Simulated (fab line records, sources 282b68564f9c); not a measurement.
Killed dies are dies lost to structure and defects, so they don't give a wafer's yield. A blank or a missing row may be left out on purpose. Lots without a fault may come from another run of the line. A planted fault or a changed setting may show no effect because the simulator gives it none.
Chamber matching | flow rit_cmos | RIT_GATE_ETCH_19 on rie_si-02: 4 sister chambers
The step etches poly-Si in SF6/CHF3/O2, stops on SiO2, time 165 s, target depth 312.5 nm. 4 wafers are shown with their chamber, then 7 later ones without.

WAFERS WITH THEIR CHAMBER
wafer  | chamber | drypump_motor_current_A (A)
L168.3 | 2       | 5.61
L168.5 | 3       | 5.63
L174.1 | 0       | 5.07
L174.5 | 1       | 5.37

WAFERS WITHOUT THEIR CHAMBER
wafer  | drypump_motor_current_A (A)
L174.6 | 5.07
L178.2 | 5.58
L178.3 | 5.60
L178.4 | 5.62
L180.2 | 5.64
L180.4 | 5.07
L180.6 | 5.62

WHICH CHAMBER EACH WENT THROUGH
wafer  | from the rows above     | in truth
L174.6 | 0                       | 0
L178.2 | can't be placed: 2 or 3 | 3
L178.3 | can't be placed: 2 or 3 | 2
L178.4 | can't be placed: 2 or 3 | 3
L180.2 | can't be placed: 3 or 2 | 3
L180.4 | 0                       | 0
L180.6 | can't be placed: 2 or 3 | 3
Placed correctly: 2 of 7. Can't be placed from these rows: 5 (the true chamber is among the candidates in 5). Placed wrongly: 0.
How it was worked out, from the rows above alone: a wafer's distance from a chamber is the root of the sum, over the readings, of the square of ((its reading less the chamber's mean) divided by the reading's scatter). The wafer belongs to the nearest chamber; if the next one is less than 2 further off, it can't be placed. A chamber's mean is the mean of its shown wafers. The scatter: with one shown wafer a chamber, the root of the mean of the squares of how far each hidden wafer lies from its nearest shown one.
